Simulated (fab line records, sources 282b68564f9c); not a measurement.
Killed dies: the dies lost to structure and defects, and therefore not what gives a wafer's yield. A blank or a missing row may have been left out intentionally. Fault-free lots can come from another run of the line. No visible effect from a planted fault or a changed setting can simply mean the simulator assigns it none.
Struck lot and sound lot, side by side || flow rit_cmos || 15 out of 202 route steps
Sound: the wafers L863.1, L863.5, L863.6. Wafers L876.1, L876.3, L876.5 were the ones struck. Last of all comes the cause.
For every step that has rows: the tool of each side, followed by ch and its chambers, followed by its first start. Under that, the readings that differ: sound wafers || struck wafers || difference of the means || sigmas: that difference in standard deviations of wafers without a fault.
alike: readings with means less than 2 such deviations apart, plus words and numbers identical on both sides. not compared: withheld readings, readings lacking a value on some wafer, bounds such as >300 that could conceal the same value, and numbers that have no deviation in the record and whose values overlap.
Wherever a step has rows on one side only, a row that says differs or no value, or a row with sigmas, the two part there. When numbers do not overlap yet have no deviation, they are printed without sigmas and do not part them. A reading that every wafer of one side lacks parts them only if that side has two wafers or more.

RIT_SILICIDE_RS_MEAS_02: measurement is done with a four-point probe.
  sound on film_metro-04, day 3 15:19; struck on film_metro-01, day 6 06:44
  alike: SILICIDE_TI_RS
RIT_SILICIDE_THK_MEAS_03: measures by xrf.
  sound on film_metro-04, day 3 15:26; struck on film_metro-01, day 6 06:51
{"reading": "SILICIDE_TI_THK (nm)", "sound": "30.6 29.7 30.1", "struck": "28.9 28.9 29.3", "difference": -1.1, "sigmas": -2}
RIT_SILICIDE_RTA_04: time 10 s, ramp up 5 s, ramp down 5 s.
  sound on rtp_anneal-01 ch 0, day 3 15:29; struck on rtp_anneal-02 ch 0, day 6 06:55
  alike: wafer_temp_C_max
then, 1 step without rows for these wafers: RIT_SILICIDE_WET_ETCH_05 (etches Ti in SPM, time 120 s).
RIT_SILICIDE_RTA_06: time 10 s, ramp up 5 s, ramp down 10 s.
  sound on rtp_anneal-02 ch 0, day 3 15:36; struck on rtp_anneal-01 ch 0, day 6 07:02
  alike: wafer_temp_C_max
RIT_CONTACT_CVD_00: deposits SiO2 from TEOS, target thk 400 nm, time 61 s.
  sound on pecvd-01 ch 0,1,2, day 3 15:40; struck on pecvd-04 ch 0,1, day 6 07:06
{"reading": "heater_power_w (W)", "sound": "372 317 420", "struck": "215 238 235", "difference": -140, "sigmas": -2}
  alike: rf_fwd_power_W
RIT_CONTACT_THK_MEAS_01:
  sound on film_metro-02, day 3 15:43; struck on film_metro-04, day 6 07:09
  alike: CONTACT_TEOS_THK
then, 5 steps without rows for these wafers: RIT_CONTACT_HMDS_02 (prime time 60 s); RIT_CONTACT_COAT_03 (resist thk 1000 nm); RIT_CONTACT_SOFTBAKE_04 (time 60 s); RIT_CONTACT_EXPOSE_05 (exposes mask M11, target cd 1000 nm); RIT_CONTACT_PEB_06.
RIT_CONTACT_DEVELOP_07: develop time 120 s.
  sound on litho_track-02 ch 0, day 3 16:00; struck on litho_track-02 ch 0, day 6 07:00
{"reading": "developer_temp_C (C)", "sound": "22.95 23.05 23.19", "struck": "22.36 22.50 22.45", "difference": -0.63, "sigmas": -6}
  alike: exhaust_pa
RIT_CONTACT_CD_MEAS_08 targets a cd of 1000 nm.
  sound on cd_sem-01, day 3 16:55; struck on cd_sem-01, day 6 08:11
  alike: cd_nm
RIT_M1_PROBE_99:
  sound on prober-01, day 3 22:23; struck on prober-02, day 6 13:22
  alike: killed_at_front_end, killed_dies, killed_open, killed_short

WHERE THEY PART
Last at RIT_CONTACT_DEVELOP_07 as far as this record goes, first at RIT_SILICIDE_THK_MEAS_03. Later steps at which nothing parts them and some readings are alike: RIT_CONTACT_CD_MEAS_08, RIT_M1_PROBE_99.

WHY: what the simulator had put in
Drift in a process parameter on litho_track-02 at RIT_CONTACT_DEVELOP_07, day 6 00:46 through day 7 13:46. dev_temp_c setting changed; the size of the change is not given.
